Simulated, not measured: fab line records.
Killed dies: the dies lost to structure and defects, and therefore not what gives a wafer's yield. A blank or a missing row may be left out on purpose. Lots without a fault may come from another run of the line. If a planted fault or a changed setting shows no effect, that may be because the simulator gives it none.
Which tool did it? :: flow rit-cmos :: at 1 step of a route of 202, 14 lots with 42 wafers sampled

WHAT THE GAUGES READ, wafer by wafer
Not one reading of a measure or inspect step in the record can be checked against a usual standard deviation.

WHICH TOOL RAN EACH LOT (tool, then ch and the chambers of the sampled wafers, then the start)
lot: L763
RIT_CONTACT_DEVELOP_07: litho-track-01 ch 0, day 3 08:00

lot: L764
RIT_CONTACT_DEVELOP_07: litho-track-01 ch 0, day 3 14:00

lot: L765
RIT_CONTACT_DEVELOP_07: litho-track-04 ch 0, day 3 20:00

lot: L766
RIT_CONTACT_DEVELOP_07: litho-track-01 ch 0, day 4 00:00

lot: L767
RIT_CONTACT_DEVELOP_07: litho-track-04 ch 0, day 4 05:00

lot: L768
RIT_CONTACT_DEVELOP_07: litho-track-03 ch 0, day 4 09:00

lot: L770
RIT_CONTACT_DEVELOP_07: litho-track-03 ch 0, day 5 01:00

lot: L775
RIT_CONTACT_DEVELOP_07: litho-track-01 ch 0, day 6 08:00

lot: L778
RIT_CONTACT_DEVELOP_07: litho-track-04 ch 0, day 6 17:00

lot: L781
RIT_CONTACT_DEVELOP_07: litho-track-04, day 7 07:00

lot: L782
RIT_CONTACT_DEVELOP_07: litho-track-01, day 7 11:00

lot: L783
RIT_CONTACT_DEVELOP_07: litho-track-03 ch 0, day 7 15:00

lot: L784
RIT_CONTACT_DEVELOP_07: litho-track-01 ch 0, day 7 19:00

lot: L785
RIT_CONTACT_DEVELOP_07: litho-track-03 ch 0, day 7 23:00
- RIT_CONTACT_DEVELOP_07: develop time 120 s.

AS READ BY THE TOOLS THEMSELVES (means over the sampled wafers that have a number; for cases with no such wafer, the mark the record gives instead)
RIT_CONTACT_DEVELOP_07. Usual: chill-plate-temp-C at 23.03 C, with a standard deviation of 0.099.
lot: L763
tool: litho-track-01
chill-plate-temp-C (C): 23.02
flag: 

lot: L764
tool: litho-track-01
chill-plate-temp-C (C): 23.01
flag: 

lot: L765
tool: litho-track-04
chill-plate-temp-C (C): 22.95
flag: 

lot: L766
tool: litho-track-01
chill-plate-temp-C (C): 23.03
flag: 

lot: L767
tool: litho-track-04
chill-plate-temp-C (C): 23.14
flag: 

lot: L768
tool: litho-track-03
chill-plate-temp-C (C): 22.98
flag: 

lot: L770
tool: litho-track-03
chill-plate-temp-C (C): 23.08
flag: 

lot: L775
tool: litho-track-01
chill-plate-temp-C (C): 23.14
flag: 

lot: L778
tool: litho-track-04
chill-plate-temp-C (C): 23.10
flag: 

lot: L781
tool: litho-track-04
chill-plate-temp-C (C): -
flag: OFF

lot: L782
tool: litho-track-01
chill-plate-temp-C (C): -
flag: OFF

lot: L783
tool: litho-track-03
chill-plate-temp-C (C): 23.17
flag: 

lot: L784
tool: litho-track-01
chill-plate-temp-C (C): 23.03
flag: 

lot: L785
tool: litho-track-03
chill-plate-temp-C (C): 23.05
flag: 

THE ANSWER, worked out from the rows above alone
Rule: lot off if the mean of its wafers having a number is beyond 3 standard deviations from the usual mean. Also off: a lot with no number at a reading for which 4 or more lots have one. All remaining lots with rows at the step are treated as sound. After the gauges, taken in route order, come the tools' own readings; for these a lot's mean is taken, as printed above. At the first step where some lot is off, the reading lying furthest off is the one used; lots without a number count as furthest.
Off at RIT_CONTACT_DEVELOP_07 (chill-plate-temp-C): L781, L782. Without a number there: L781, L782.
If a tool, at that step or one of the process steps before it, ran each lot that is off and ran no sound lot following the first of them, it fits. Of those tried, none fits.

WHAT THE SIMULATOR PUT IN
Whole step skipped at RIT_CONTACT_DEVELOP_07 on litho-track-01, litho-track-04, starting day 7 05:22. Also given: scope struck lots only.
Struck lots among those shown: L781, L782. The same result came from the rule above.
